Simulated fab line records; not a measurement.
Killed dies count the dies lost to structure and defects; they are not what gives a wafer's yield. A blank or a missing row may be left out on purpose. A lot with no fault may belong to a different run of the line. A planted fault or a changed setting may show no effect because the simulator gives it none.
Which tool did it? -- flow berkeleyCmos170 -- 7 lots with 21 wafers sampled at 2 steps, on a route of 331 steps

== WHAT EACH GAUGE READ, for each wafer ==
UCB170_M1_RS_MEAS_01: measures by four-point-probe.
lot,measured,on,M1_AL_RS (ohm/sq)
L141,day 9 01:01,filmMetro-02,0.0478 0.0475 0.0477
L139,day 9 02:32,filmMetro-03,0.0489 0.0495 0.0493
L145,day 10 03:50,filmMetro-02,0.0490 0.0486 0.0482
L147,day 10 04:25,filmMetro-01,0.0632 0.0617 0.0620
L150,day 11 07:47,filmMetro-01,0.0482 0.0488 0.0493
L158,day 12 19:04,filmMetro-02,0.0487 0.0479 0.0484
L157,day 12 20:58,filmMetro-03,0.0486 0.0490 0.0484

== TOOL THAT RAN EACH LOT (tool first, then ch and the chambers of the sampled wafers, then the start) ==
lot,UCB170_M1_SPUTTER_00
L141,"pvdSputter-04, day 9 00:56"
L139,"pvdSputter-03, day 9 02:27"
L145,"pvdSputter-04, day 10 03:46"
L147,"pvdSputter-04, day 10 04:19"
L150,"pvdSputter-03, day 11 07:41"
L158,"pvdSputter-03, day 12 19:00"
L157,"pvdSputter-03, day 12 20:54"
- UCB170_M1_SPUTTER_00: material Al, target thk 600 nm, time 80 s.

== THE ANSWER, worked out from the rows above alone ==
Rule: the usual values come from the lots themselves. Put in order of their means at a reading, lots are off if they are a third of the lots or fewer, leave a main group of 4 or more, and stand apart from it by a gap of 3 or more times the standard deviation of the main group's means; of several such gaps the widest counts. Not used: any main group whose means are identical at the precision the tables above print for the reading. A lot without any number at a reading at which 4 lots or more have one is off too. Any other lot the step has rows for is counted as sound.
Off: L147, at UCB170_M1_RS_MEAS_01 (M1_AL_RS). The main group has a mean of 0.0485 ohm/sq with a standard deviation of 0.00048.
A tool fits if, at a process step before that reading, it ran every lot that is off, and no sound lot after the first of them. The gauges at UCB170_M1_RS_MEAS_01 are tried like those tools. One candidate fits, namely pvdSputter-04 at UCB170_M1_SPUTTER_00. A fault onset in the window from L145 (day 10 03:46, its last sound lot) to L147 (day 10 04:19, its first lot off) fits.

== WHAT THE SIMULATOR PUT IN ==
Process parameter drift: pvdSputter-04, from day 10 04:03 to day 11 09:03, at UCB170_M1_SPUTTER_00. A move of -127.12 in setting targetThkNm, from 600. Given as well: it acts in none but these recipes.
Shown lots that were struck: L147. The rule above reached the same finding.
